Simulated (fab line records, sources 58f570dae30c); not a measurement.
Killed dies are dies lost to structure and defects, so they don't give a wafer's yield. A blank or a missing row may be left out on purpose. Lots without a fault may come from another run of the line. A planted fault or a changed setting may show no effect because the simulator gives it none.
Split-lot experiment | flow berkeley_cmos170 | 5 lots, 23 wafers read, on a route of 331 steps

THE SPLIT
At UCB170_SACOX_OXIDATION_01 (target thk 14.4 nm, ox time 2400 s), the setting ox_time_s was moved away from the recipe's 2400 s on 20 of the 23 wafers read, by -14.7% to +13.7%. The other wafers ran this setting at the recipe's value.

The file shows no step between the split and the reading.

THE READING
SACOX_OXIDE_THK, in nm, at UCB170_SACOX_THK_MEAS_02. Fault-free wafers of this fab line usually give 14.33 nm, standard deviation 0.3 nm.

wafer  | tool, chamber at the split | ox_time_s as run, s | against the recipe | SACOX_OXIDE_THK, nm | against lot-mates on the recipe
L075.2 | -, -                       | 2505                | +4.4%              | 14.38               | no lot-mate on the recipe
L075.3 | -, -                       | 2505                | +4.4%              | 14.66               | no lot-mate on the recipe
L075.4 | -, -                       | 2505                | +4.4%              | 14.60               | no lot-mate on the recipe
L075.5 | -, -                       | 2505                | +4.4%              | 14.68               | no lot-mate on the recipe
L075.6 | -, -                       | 2505                | +4.4%              | 14.74               | no lot-mate on the recipe
L077.1 | -, -                       | 2048                | -14.7%             | 12.77               | no lot-mate on the recipe
L077.2 | -, -                       | 2048                | -14.7%             | 12.86               | no lot-mate on the recipe
L077.3 | -, -                       | 2048                | -14.7%             | 12.53               | no lot-mate on the recipe
L077.4 | -, -                       | 2048                | -14.7%             | 12.76               | no lot-mate on the recipe
L077.6 | -, -                       | 2048                | -14.7%             | 12.71               | no lot-mate on the recipe
L078.1 | -, -                       | 2543                | +6.0%              | 15.26               | no lot-mate on the recipe
L078.2 | -, -                       | 2543                | +6.0%              | 15.34               | no lot-mate on the recipe
L078.3 | -, -                       | 2543                | +6.0%              | 15.29               | no lot-mate on the recipe
L078.4 | -, -                       | 2543                | +6.0%              | 15.15               | no lot-mate on the recipe
L078.5 | -, -                       | 2543                | +6.0%              | 15.30               | no lot-mate on the recipe
L081.3 | furnace-02, 0              | 2400                | recipe             | 14.28               | -
L081.5 | furnace-02, 0              | 2400                | recipe             | 13.88               | -
L081.6 | furnace-02, 0              | 2400                | recipe             | 14.20               | -
L085.1 | -, -                       | 2729                | +13.7%             | 15.91               | no lot-mate on the recipe
L085.2 | -, -                       | 2729                | +13.7%             | 16.03               | no lot-mate on the recipe
L085.3 | -, -                       | 2729                | +13.7%             | 15.96               | no lot-mate on the recipe
L085.5 | -, -                       | 2729                | +13.7%             | 16.12               | no lot-mate on the recipe
L085.6 | -, -                       | 2729                | +13.7%             | 16.00               | no lot-mate on the recipe

THE FIT
A straight line over all 23 wafers: SACOX_OXIDE_THK changes by +0.116 nm for each +1% of ox_time_s; r = +0.98; the points scatter about the line by 0.22 nm.
Too few moved wafers have a lot-mate on the recipe to fit a line with each lot's own level taken away.

THE WHOLE CHAIN: every reading that the file lists as answering this split, in the file's order
step                      | what it does                       | reading                                                                            | change (the file's fit)               | r (the file's)
UCB170_SACOX_OXIDATION_01 | target thk 14.4 nm, ox time 2400 s | SiO2_of_SACOX_OXIDATION_01.thk_nm (the simulator's own value, which no gauge read) | +0.116 nm for each +1% of the setting | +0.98
UCB170_SACOX_THK_MEAS_02  |                                    | SACOX_OXIDE_THK                                                                    | +0.116 for each +1% of the setting    | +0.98

THE FILE'S OWN FIT
SACOX_OXIDE_THK changes by +0.116 nm for each +1% of ox_time_s, r = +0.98.
